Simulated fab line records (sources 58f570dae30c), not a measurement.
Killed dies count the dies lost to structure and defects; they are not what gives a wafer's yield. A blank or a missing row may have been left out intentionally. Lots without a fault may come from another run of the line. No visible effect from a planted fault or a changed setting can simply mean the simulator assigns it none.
Which of the tools did it? / flow berkeley_cmos170 / 18 wafers from 6 lots sampled at 2 of the route's 331 steps

WHAT THE GAUGES READ, wafer by wafer
UCB170_NVT_OVL_MEAS_06.
lot=L779; measured=day 6 11:58; on=overlay-02; NVT_OVL (nm)=4 11 -1
lot=L777; measured=day 6 12:19; on=overlay-02; NVT_OVL (nm)=7 10 2
lot=L781; measured=day 7 07:40; on=overlay-02; NVT_OVL (nm)=-6 -1 -3
lot=L789; measured=day 8 23:29; on=overlay-01; NVT_OVL (nm)=7 3 11
lot=L795; measured=day 9 17:26; on=overlay-01; NVT_OVL (nm)=2 6 -3
lot=L796; measured=day 10 07:03; on=overlay-01; NVT_OVL (nm)=-3 0 -2

TOOL THAT RAN EACH LOT (tool first, then ch and the chambers of the sampled wafers, then the start)
lot=L779; UCB170_NVT_EXPOSE_03=krf_scanner-02 ch 0, day 6 11:34
lot=L777; UCB170_NVT_EXPOSE_03=krf_scanner-01 ch 0, day 6 11:56
lot=L781; UCB170_NVT_EXPOSE_03=krf_scanner-02 ch 0, day 7 06:28
lot=L789; UCB170_NVT_EXPOSE_03=krf_scanner-02 ch 0, day 8 23:02
lot=L795; UCB170_NVT_EXPOSE_03=krf_scanner-01 ch 0, day 9 16:34
lot=L796; UCB170_NVT_EXPOSE_03=krf_scanner-02 ch 0, day 10 06:40
- UCB170_NVT_EXPOSE_03: exposes mask PWELL, target cd 3000 nm.

THE ANSWER, worked out from the rows above alone
Rule: the usual values come from the lots themselves. Put in order of their means at a reading, lots are off if they are a third of the lots or fewer, leave a main group of 4 or more, and stand apart from it by a gap of 3 or more times the standard deviation of the main group's means; of several such gaps the widest counts. A main group whose means are all the same, to the digits that the tables above print for the reading, isn't used. A lot without any number at a reading at which 4 lots or more have one is off too. The other lots that the step has rows for count as sound.
No lot is off at any reading shown: from this, nothing can be told.

WHAT HAD BEEN PUT IN BY THE SIMULATOR
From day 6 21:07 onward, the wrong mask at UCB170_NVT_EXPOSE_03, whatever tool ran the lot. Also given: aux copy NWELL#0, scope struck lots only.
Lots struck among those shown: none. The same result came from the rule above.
